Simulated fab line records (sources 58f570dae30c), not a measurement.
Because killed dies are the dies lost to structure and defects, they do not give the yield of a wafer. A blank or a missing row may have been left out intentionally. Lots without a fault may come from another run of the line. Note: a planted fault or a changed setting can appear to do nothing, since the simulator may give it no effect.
fab line records	flow berkeley-cmos170	part 2 of 2: steps 30 to 41 of 41
[record] lots = 5	wafers = 15	last-day = 10
route steps=331 shown NLDD@160 SPACER@171 PSD@175 NSD@187 BACKSIDE@199
lots that met no fault: taken from a fault-free run of the same line
start-h: the number of hours between the record's first day and the start of the first shown wafer of the lot	wait-h: time in hours since the lot's previous step	" identical to the entry in the row above	L1.1+2: one row covering several wafers at once	- value missing, or start not given	* or withheld: withheld	< > ~ a bound
route shown NAME@n: names a module that has steps shown in the file, with the first one's number in the route	usual: mean and standard deviation over wafers with no fault	same: alike in all rows	chamber/n: place in a boat	sites: each site's reading	_std_site: the values' standard deviation	_edge_site: mean of outer sites minus mean of inner sites	radius-mm: how far each site lies from the wafer's centre	mask NAME#n: copy n	behind: the last tool/chamber to shape the wafer	hold: the reason the lot was held/the length of the hold in hours/how it ended	device: whichever transistor did not switch (one of n, p or np)	end of line: tests run on the same wafers once the route is complete	a step given without rows: its recipe and nothing more	killed: at the first sort, the dies lost to defects and structure; wafer yield is something else	map: the dies of a wafer, with x for killed, . for not killed, _ for no die there
set.NAME: the setting the step ran with; set.NAME@STEP: the setting that earlier step ran with	model.NAME: the simulator's own value behind a step, which no gauge read
lots seen at some steps along the route; tables by step, rows by wafer
services: a tool's chamber out of use, with start hour (start-h, from the record's first day; less than 0 if before it), hours out, and reason
[[steps]]
[step UCB170_NSD_SOFTBAKE_02]
[recipe] resist = KrF	temp-c = 130	time-s = 60
[same] time-s = 60
lot.wafer	tool	chamber	start-h	wait-h
L076.2+5+6	litho-track-02	0	139.25	0.1
L079.1+4+6	litho-track-02	0	158.82	0.1
L080.2+3+4	litho-track-02	0	165.57	0.1
L086.1+3+4	litho-track-01	0	202.41	0.1
L092.1+3+6	litho-track-01	0	217.09	0.1
[step UCB170_NSD_EXPOSE_03]
[recipe] mask-id = NSELECT_MOD	na = 0.5	sigma-outer = 0.6	source-shape = conventional	target-cd-nm = 1200	dose-mj = 30
lot.wafer	tool	chamber	start-h	wait-h	mask
L076.2+5+6	krf-scanner-02	0	139.40	0.1	NSELECT_MOD#0
L079.1+4+6	krf-scanner-02	0	159.09	0.2	NSELECT_MOD#0
L080.2+3+4	krf-scanner-02	0	165.71	0.1	NSELECT_MOD#0
L086.1+3+4	krf-scanner-02	0	202.56	0.1	NSELECT_MOD#0
L092.1+3+6	krf-scanner-01	0	217.44	0.3	NSELECT_MOD#0
[step UCB170_NSD_PEB_04]
[recipe] peb-temp-c = 130	peb-time-s = withheld	resist = KrF
lot.wafer	tool	chamber	start-h	wait-h
L076.2+5+6	litho-track-01	0	139.52	0.1
L079.1+4+6	litho-track-03	0	159.20	0.1
L080.2+3+4	litho-track-02	0	165.84	0.1
L086.1+3+4	litho-track-02	0	202.68	0.1
L092.1+3+6	litho-track-02	0	217.93	0.5
[step UCB170_NSD_DEVELOP_05]
[recipe] developer = TMAH	develop-time-s = 45	resist = KrF	dev-temp-c = 21
[usual] developer-temp-C = 21.02/0.11
lot.wafer	tool	chamber	start-h	wait-h	developer-temp-C
L076.2	litho-track-01	0	-	-	20.90
L076.5	"	0	"	"	21.20
L076.6	"	0	"	"	21.12
L079.1	litho-track-03	0	-	-	20.99
L079.4	"	0	"	"	21.05
L079.6	"	0	"	"	21.10
L080.2	litho-track-02	0	-	-	21.13
L080.3	"	0	"	"	21.05
L080.4	"	0	"	"	21.05
L086.1	litho-track-02	0	-	-	21.07
L086.3	"	0	"	"	21.20
L086.4	"	0	"	"	21.13
L092.1	litho-track-02	0	-	-	20.91
L092.3	"	0	"	"	20.95
L092.6	"	0	"	"	21.06
[step UCB170_NSD_CD_MEAS_06]
[recipe] target-cd-nm = 1200
[usual] cd-nm = 1200.3/1.2
lot.wafer	tool	chamber	start-h	wait-h	cd-nm
L076.2	cd-sem-02	-	139.79	-	1198.9
L076.5	"	-	"	"	1198.3
L076.6	"	-	"	"	1198.7
L079.1	cd-sem-01	-	159.48	-	1199.2
L079.4	"	-	"	"	1198.9
L079.6	"	-	"	"	1198.0
L080.2	cd-sem-01	-	166.11	-	1200.0
L080.3	"	-	"	"	1201.7
L080.4	"	-	"	"	1200.0
L086.1	cd-sem-02	-	202.95	-	1201.5
L086.3	"	-	"	"	1200.5
L086.4	"	-	"	"	1200.1
L092.1	cd-sem-02	-	218.20	-	1201.5
L092.3	"	-	"	"	1201.0
L092.6	"	-	"	"	1202.4
[step UCB170_NSD_OVL_MEAS_07]
[usual] NSD_OVL = -2/4.3
lot.wafer	tool	chamber	start-h	wait-h	NSD_OVL[nm]
L076.2	overlay-01	-	139.90	0.1	-2
L076.5	"	-	"	"	1
L076.6	"	-	"	"	-2
L079.1	overlay-02	-	159.60	0.1	-6
L079.4	"	-	"	"	-4
L079.6	"	-	"	"	-6
L080.2	overlay-01	-	166.21	0.1	2
L080.3	"	-	"	"	-3
L080.4	"	-	"	"	5
L086.1	overlay-02	-	203.07	0.1	3
L086.3	"	-	"	"	0
L086.4	"	-	"	"	3
L092.1	overlay-01	-	218.32	0.1	-2
L092.3	"	-	"	"	1
L092.6	"	-	"	"	-2
[step UCB170_NSD_IMPLANT_08]
[recipe] species = P	dose-cm2 = 3e+15	energy-kev = 40	tilt-deg = 7
[usual] end-station-pressure-torr = 1.26e-05/6.8e-07
[same] implant-ion-amu = 31
lot.wafer	tool	chamber	start-h	wait-h	end-station-pressure-torr
L076.2	implanter-02	0	139.95	0.0	1.36e-05
L076.5	"	0	"	"	1.28e-05
L076.6	"	0	"	"	1.21e-05
L079.1	implanter-02	0	159.63	0.0	1.2e-05
L079.4	"	0	"	"	1.24e-05
L079.6	"	0	"	"	1.16e-05
L080.2	implanter-01	0	166.27	0.0	1.28e-05
L080.3	"	0	"	"	1.38e-05
L080.4	"	0	"	"	1.29e-05
L086.1	implanter-04	0	203.11	0.0	1.4e-05
L086.3	"	0	"	"	1.33e-05
L086.4	"	0	"	"	1.19e-05
L092.1	implanter-04	0	218.36	0.0	1.23e-05
L092.3	"	0	"	"	1.26e-05
L092.6	"	0	"	"	1.26e-05
[step UCB170_NSD_STRIP_09]
[recipe] chemistry = O2	power-w = 400	pressure-mtorr = 3500	platen-temp-c = withheld	o2-flow-sccm = 400	overash-fraction = 0.5
[usual] drypump-motor-current-A = 5.55/0.3	oes-product-au = 0.534/0.0047	strip-time-to-endpoint-s = 35.83/0.071
[same] overash-fraction = 0.5
lot.wafer	tool	chamber	start-h	wait-h	drypump-motor-current-A	oes-product-au	rf-hours-counter-h	strip-time-to-endpoint-s
L076.2	plasma-asher-03	0	140.08	0.1	5.18	0.536	42	35.87
L076.5	"	0	"	"	5.17	0.524	-	35.88
L076.6	"	1	"	"	5.51	0.532	-	35.78
L079.1	plasma-asher-01	1	159.78	0.1	5.26	0.528	48	35.87
L079.4	"	0	"	"	5.73	0.526	-	35.94
L079.6	"	0	"	"	5.70	0.529	-	35.94
L080.2	plasma-asher-01	0	166.39	0.1	5.70	0.535	49	35.85
L080.3	"	0	"	"	5.70	0.537	-	35.91
L080.4	"	1	"	"	5.26	0.531	-	35.83
L086.1	plasma-asher-03	1	203.26	0.1	5.51	0.523	49	35.81
L086.3	"	1	"	"	5.52	0.539	-	35.74
L086.4	"	0	"	"	5.24	0.537	-	35.70
L092.1	plasma-asher-04	0	218.51	0.1	5.78	0.535	10	35.80
L092.3	"	1	"	"	6.10	0.528	-	35.81
L092.6	"	1	"	"	6.10	0.534	-	35.88
[step UCB170_NSD_TW_MEAS_10]
[usual] NSD_TW = 4149/27
lot.wafer	tool	chamber	start-h	wait-h	NSD_TW
L076.2	film-metro-01	-	140.19	0.1	4172
L076.5	"	-	"	"	4164
L076.6	"	-	"	"	4185
L079.1	film-metro-01	-	159.88	0.1	4163
L079.4	"	-	"	"	4177
L079.6	"	-	"	"	4149
L080.2	film-metro-03	-	166.50	0.1	4133
L080.3	"	-	"	"	4146
L080.4	"	-	"	"	4125
L086.1	film-metro-04	-	203.36	0.1	4118
L086.3	"	-	"	"	4117
L086.4	"	-	"	"	4130
L092.1	film-metro-03	-	218.61	0.1	4135
L092.3	"	-	"	"	4134
L092.6	"	-	"	"	4096
[step UCB170_NSD_CLEAN_11]
[recipe] chemistry = SPM	temp-c = 120	time-s = 600
[same] time-s = 600
lot.wafer	tool	chamber	start-h	wait-h
L076.2+5+6	wet-bench-02	3	140.24	0.0
L079.1+4+6	wet-bench-01	2	160.00	0.1
L080.2+3+4	wet-bench-01	2	167.23	0.7
L086.1+3+4	wet-bench-03	3	204.01	0.6
L092.1+3+6	wet-bench-01	0	218.67	0.1
[step UCB170_BACKSIDE_HMDS_00]
[recipe] prime-time-s = 60	prime-temp-c = 100
lot.wafer	tool	chamber	start-h	wait-h
L076.2+5+6	litho-track-04	0	140.45	0.0
L079.1+4+6	litho-track-02	0	160.18	0.0
L080.2+3+4	litho-track-04	0	167.43	0.0
L086.1+3+4	litho-track-02	0	204.20	0.0
L092.1+3+6	litho-track-02	0	218.86	0.0
[step UCB170_BACKSIDE_COAT_01]
[recipe] resist = KrF	spin-rpm = 1500	resist-thk-nm = 900
[usual] spin-speed-rpm = 1499.9/1
lot.wafer	tool	chamber	start-h	wait-h	spin-speed-rpm
L076.2	litho-track-04	0	140.60	0.1	1500.3
L076.5	"	0	"	"	1500.5
L076.6	"	0	"	"	1499.5
L079.1	litho-track-02	0	160.33	0.1	1500.4
L079.4	"	0	"	"	1500.0
L079.6	"	0	"	"	1500.1
L080.2	litho-track-04	0	167.58	0.1	1500.6
L080.3	"	0	"	"	1499.8
L080.4	"	0	"	"	1499.3
L086.1	litho-track-02	0	204.35	0.1	1500.1
L086.3	"	0	"	"	1500.1
L086.4	"	0	"	"	1500.8
L092.1	litho-track-02	0	219.01	0.1	1498.5
L092.3	"	0	"	"	1498.9
L092.6	"	0	"	"	1498.3
[[services]]
tool	chamber	start-h	hours	kind
plasma-asher-04	-	108.75	9.0	pm
plasma-asher-04	0	108.75	9.0	vent-cycle
plasma-asher-04	1	108.75	9.0	vent-cycle
rie-diel-03	-	116.01	2.8	pm
plasma-asher-04	0	117.75	-	clean
implanter-04	-	122.36	3.1	repair
implanter-03	-	123.47	0.8	repair
implanter-02	-	129.16	3.9	pm
plasma-asher-04	-	129.53	5.8	repair
plasma-asher-02	-	130.07	8.0	repair
furnace-01	-	130.87	3.2	pm
pecvd-01	-	135.50	14.0	pm
pecvd-02	1	136.96	12.5	repair
krf-scanner-01	-	138.97	2.2	repair
implanter-04	-	139.50	4.0	repair
rie-diel-04	1	150.85	3.4	repair
krf-scanner-02	-	153.59	1.0	pm
rie-diel-04	1	174.40	9.4	repair
rie-diel-01	2	198.22	1.6	repair
krf-scanner-01	-	209.86	1.0	pm
pecvd-02	-	210.30	0.7	repair
krf-scanner-02	-	210.96	4.4	pm
rie-diel-03	-	213.15	28.1	pm
rie-diel-01	0	216.04	16.1	repair
